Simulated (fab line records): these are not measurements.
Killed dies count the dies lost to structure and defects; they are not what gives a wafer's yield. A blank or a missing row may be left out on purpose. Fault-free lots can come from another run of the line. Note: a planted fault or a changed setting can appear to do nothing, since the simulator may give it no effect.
Comparing a struck lot with a sound one :: flow berkeley_cmos170 :: 24 steps out of a route of 331
Sound: wafers L302.2, L302.5, L302.6. Struck: wafers L305.2, L305.4, L305.5. The cause is named last.
For every step that has rows: the tool of each side, followed by ch and its chambers, followed by its first start. Under that, the readings that differ: sound wafers :: struck wafers :: difference of the means :: sigmas: that difference in standard deviations of wafers without a fault.
alike: readings with means less than 2 such deviations apart, plus words and numbers identical on both sides. not compared: withheld readings, readings lacking a value on some wafer, bounds such as >300 that could conceal the same value, and numbers that have no deviation in the record and whose values overlap.
A row with sigmas, a row that says differs or no value, or rows on one side alone: a step with any of these is where the two part. Numbers that don't overlap but have no deviation are shown without sigmas and don't part them. A reading missing from all wafers of one side parts the sides only when that side holds two or more wafers.

UCB170_NWELL_ETCH_13: etches Si3N4 in CH3F/Ar/O2, stops on SiO2, target depth 246.4 nm, time 154 s.
  sound on rie_diel-02 ch 0,1,3, day 3 01:55; struck on rie_diel-03 ch 0,2,3, day 4 02:56
  alike: drypump_motor_current_A, oes_product_au, throttle_valve_pct
  not compared: rf_hours_counter_h
following that, these wafers have no rows for 1 step: UCB170_NWELL_IMPLANT_14.
UCB170_NWELL_STRIP_15: strips in O2.
  sound on plasma_asher-03 ch 0,1, day 3 02:10; struck on plasma_asher-02 ch 0, day 4 03:11
  alike: drypump_motor_current_A, oes_product_au, strip_time_to_endpoint_s
  not compared: rf_hours_counter_h
UCB170_NWELL_TW_MEAS_16:
  struck on film_metro-04, day 4 03:17; sound on film_metro-04, day 3 02:17
  alike: NWELL_TW
then, 6 steps without rows for these wafers: UCB170_NWELL_CLEAN_17 (cleans in SPM, time 600 s); UCB170_NWELL_WET_ETCH_18 (etches Si3N4 in H3PO4, time 14400 s); UCB170_NWELL_WET_ETCH_19 (etches SiO2 in BOE, time 22 s); UCB170_PWELL_CLEAN_00 (cleans in SPM, time 600 s); UCB170_PWELL_CLEAN_01 (cleans in dHF, time 60 s); UCB170_PWELL_OXIDATION_02 (target thk 26.4 nm, ox time 1260 s).
UCB170_PWELL_THK_MEAS_03:
  struck on film_metro-03, day 4 10:01; sound on film_metro-01, day 3 12:57
  alike: PWELL_OXIDE_THK
then, 1 step without rows for these wafers: UCB170_PWELL_ANNEAL_04 (time 900 s).
UCB170_PWELL_CVD_05: deposits Si3N4 from SiH2Cl2/NH3, target thk 220 nm, time 3300 s.
  sound on lpcvd-01 ch 0, day 3 17:10; struck on lpcvd-01 ch 1, day 4 18:07
reading: model.Si3N4_of_PWELL_CVD_05.thk_nm (nm)
sound: 218.6 218.8 219.8
struck: 166.6 166.8 167.6
difference: -52.1
sigmas: 
  alike: pressure_mtorr
UCB170_PWELL_THK_MEAS_06:
  struck on film_metro-03, day 4 20:03; sound on film_metro-03, day 3 19:06
reading: PWELL_NITRIDE_THK (nm)
sound: 218.6 218.8 219.7
struck: 166.6 166.8 167.6
difference: -52.0
sigmas: -29
then, 6 steps without rows for these wafers: UCB170_PWELL_HMDS_07 (prime time 60 s); UCB170_PWELL_COAT_08 (resist thk 900 nm); UCB170_PWELL_SOFTBAKE_09 (time 60 s); UCB170_PWELL_EXPOSE_10 (exposes mask PWELL, target cd 3000 nm); UCB170_PWELL_PEB_11; UCB170_PWELL_DEVELOP_12 (develop time 45 s).
UCB170_PWELL_OVL_MEAS_13:
  struck on overlay-01, day 4 21:40; sound on overlay-02, day 3 21:36
  alike: PWELL_OVL
UCB170_PWELL_ETCH_14: etches Si3N4 in CH3F/Ar/O2, stops on SiO2, target depth 242 nm, time 151 s.
  sound on rie_diel-04 ch 0,2,3, day 3 21:38; struck on rie_diel-04 ch 0,3, day 4 21:42
reading: oes_product_au (a.u.)
sound: 0.911 0.935 0.942
struck: 0.798 0.783 0.795
difference: -0.137
sigmas: -10

reading: model.etch.depth_nm (nm)
sound: 218.6 218.8 219.8
struck: 166.6 166.8 167.6
difference: -52.1
sigmas: 
  alike: drypump_motor_current_A, throttle_valve_pct
  not compared: rf_hours_counter_h
following that, these wafers have no rows for 1 step: UCB170_PWELL_IMPLANT_15.
-- the record jumps here: 5 days lie between the struck wafers' starts before and after (it left off in module PWELL and takes up again in module M3, whose first step shown is number 331 of the route) --
UCB170_M3_PROBE_99:
  only the struck wafers here have rows in the record (prober-02, day 9 23:28); the sound ones have none

WHERE THEY PART
Earliest at UCB170_PWELL_THK_MEAS_06; latest, in this record, at UCB170_M3_PROBE_99.

WHY: what had been put in by the simulator
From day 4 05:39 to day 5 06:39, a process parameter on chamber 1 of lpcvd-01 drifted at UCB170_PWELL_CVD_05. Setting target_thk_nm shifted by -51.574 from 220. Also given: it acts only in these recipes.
